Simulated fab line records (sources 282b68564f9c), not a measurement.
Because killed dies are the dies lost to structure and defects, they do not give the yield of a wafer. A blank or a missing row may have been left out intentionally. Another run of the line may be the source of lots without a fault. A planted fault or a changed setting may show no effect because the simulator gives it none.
A lot that was struck, set against a sound lot ; flow rit cmos ; 15 out of 202 route steps
Sound: wafers L934.1, L934.2, L934.6. Wafers L944.1, L944.3, L944.4 were the ones struck. The cause is given at the end.
Per side, at each step with rows, come the tool, then ch with its chambers, and then its first start. Under that, the readings that differ: sound wafers ; struck wafers ; difference of the means ; sigmas: that difference in standard deviations of wafers without a fault.
alike: a reading whose means differ by less than 2 such deviations, as well as words and numbers matching on both sides. not compared: withheld readings; readings where some wafer has no value; bounds like >300 that might hide an equal value; numbers whose values overlap and for which the record gives no deviation.
A row with sigmas, a row that says differs or no value, or rows on one side alone: a step with any of these is where the two part. Numbers that don't overlap but have no deviation are shown without sigmas and don't part them. A reading missing from all wafers of one side parts the sides only when that side holds two or more wafers.

RIT_SPACER_ETCHBACK_05: etches Si3N4 in SF6/CHF3, stops on SiO2, target depth 250 nm, time 240 s.
  sound on rie diel-01 ch 2,3, day 5 03:53; struck on rie diel-03 ch 0,1,3, day 7 02:45
  alike: CHF3_flow_sccm, drypump motor current A, oes product au, throttle valve pct
  not compared: rf hours counter h
then, 6 steps without rows for these wafers: RIT_NSD_HMDS_00 (prime time 60 s); RIT_NSD_COAT_01 (resist thk 1000 nm); RIT_NSD_SOFTBAKE_02 (time 60 s); RIT_NSD_EXPOSE_03 (exposes mask M9, target cd 40700 nm); RIT_NSD_PEB_04; RIT_NSD_DEVELOP_05 (develop time 50 s).
RIT_NSD_OVL_MEAS_06:
  struck on overlay-02, day 7 03:52; sound on overlay-02, day 5 04:53
  alike: NSD_OVL
then, 2 steps without rows for these wafers: RIT_NSD_HARDBAKE_07 (time 60 s); RIT_NSD_IMPLANT_08.
RIT_NSD_STRIP_09: strips in O2, time 180 s.
  sound on plasma asher-03 ch 0,1, day 5 05:13; struck on plasma asher-01 ch 0,1, day 7 04:13
  alike: drypump motor current A
  not compared: rf hours counter h
RIT_NSD_TW_MEAS_10:
  struck on film metro-02, day 7 04:23; sound on film metro-02, day 5 05:23
  alike: NSD_TW
RIT_PSD_HMDS_00: prime time 60 s.
  sound on litho track-04 ch 0, day 5 05:27; struck on litho track-04 ch 0, day 7 04:26
reading;sound;struck;difference;sigmas
prime temp c (C);140.02 140.16 140.24;138.93 138.80 138.88;-1.27;-9
then, 1 step without rows for these wafers: RIT_PSD_COAT_01 (resist thk 1000 nm).
RIT_M1_PROBE_99:
  struck on prober-01, day 7 14:40; sound on prober-01, day 5 15:14
  alike: killed_at_M0_to_M3, killed at contacts, killed at front end, killed dies, killed open, killed short

== WHERE THEY PART ==
RIT_PSD_HMDS_00 only, going by this record. Later steps at which nothing parts them and some readings are alike: RIT_M1_PROBE_99.

WHY: whatever the simulator had introduced
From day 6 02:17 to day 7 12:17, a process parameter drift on litho track-04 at RIT_PSD_HMDS_00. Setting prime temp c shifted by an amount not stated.
